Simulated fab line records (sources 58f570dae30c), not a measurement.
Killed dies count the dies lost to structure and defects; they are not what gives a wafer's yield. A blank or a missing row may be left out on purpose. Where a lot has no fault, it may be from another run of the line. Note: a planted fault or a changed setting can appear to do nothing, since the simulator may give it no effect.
A lot that was struck, set against a sound lot	flow berkeley cmos170	14 steps out of a route of 331
Sound: the wafers L262.3, L262.4, L262.6. Struck: wafers L267.1, L267.3, L267.4. The cause comes at the end.
At each step with rows: each side's tool, then ch and its chambers, then its first start. Under that, the readings that differ: sound wafers	struck wafers	difference of the means	sigmas: that difference in standard deviations of wafers without a fault.
alike: same words and numbers on both sides, and readings whose means sit less than 2 such deviations apart. not compared: any withheld reading, any reading some wafer has no value for, any bound like >300 that may hide the same value, and any number with overlapping values for which the record gives no deviation.
Wherever a step has rows on one side only, a row that says differs or no value, or a row with sigmas, the two part there. Numbers that don't overlap but have no deviation are shown without sigmas and don't part them. A reading missing from all wafers of one side parts the sides only when that side holds two or more wafers.

UCB170_SILICIDE_RS_MEAS_02: a four-point-probe measurement.
  struck on film metro-01, day 9 20:23; sound on film metro-04, day 8 13:30
  alike: SILICIDE_TI_RS
UCB170_SILICIDE_THK_MEAS_03: measures by xrf.
  struck on film metro-01, day 9 20:31; sound on film metro-04, day 8 13:36
  alike: SILICIDE_TI_THK
UCB170_SILICIDE_RTA_04: time 15 s.
  sound on rtp anneal-02 ch 0, day 8 13:40; struck on rtp anneal-02 ch 0, day 9 20:34
  alike: anneal temp c max, chamber o2 ppm, lamp power pct, wafer_temp_C_max
then, 3 steps without rows for these wafers: UCB170_SILICIDE_WET_ETCH_05 (etches Ti in SPM, time 45 s); UCB170_CONTACT_CLEAN_00 (cleans in SPM, time 600 s); UCB170_CONTACT_CVD_01 (deposits PSG from SiH4/O2/PH3, target thk 700 nm, time 2820 s).
UCB170_CONTACT_THK_MEAS_02:
  struck on film metro-01, day 9 23:49; sound on film metro-02, day 8 15:47
  alike: CONTACT_PSG_THK
then, 3 steps without rows for these wafers: UCB170_CONTACT_HMDS_03 (prime time 60 s); UCB170_CONTACT_COAT_04 (resist thk 900 nm); UCB170_CONTACT_SOFTBAKE_05 (time 60 s).
UCB170_CONTACT_STRIP_06: strips in O2.
  sound on plasma asher-03 ch 0,1, day 8 16:41; struck on plasma asher-02 ch 0,1, day 10 00:19
  alike: drypump motor current A, oes product au, strip time to endpoint s
  not compared: rf hours counter h
then, 1 step without rows for these wafers: UCB170_CONTACT_CLEAN_07 (cleans in SPM, time 600 s).
UCB170_CONTACT_RTA_08: time 10 s.
  struck on rtp anneal-01, day 10 00:38; sound on rtp anneal-02 ch 0, day 8 16:58
  no value came back on the struck wafers for anneal temp c max, chamber o2 ppm, lamp power pct (%), wafer_temp_C_max; on the sound wafers anneal temp c max reads 906.8 905.4 906.4
after that, 1 step had no rows for these wafers: UCB170_CONTACT_COAT_09.

WHERE THEY PART
Within this record, at UCB170_CONTACT_RTA_08 only.

WHY: whatever the simulator had introduced
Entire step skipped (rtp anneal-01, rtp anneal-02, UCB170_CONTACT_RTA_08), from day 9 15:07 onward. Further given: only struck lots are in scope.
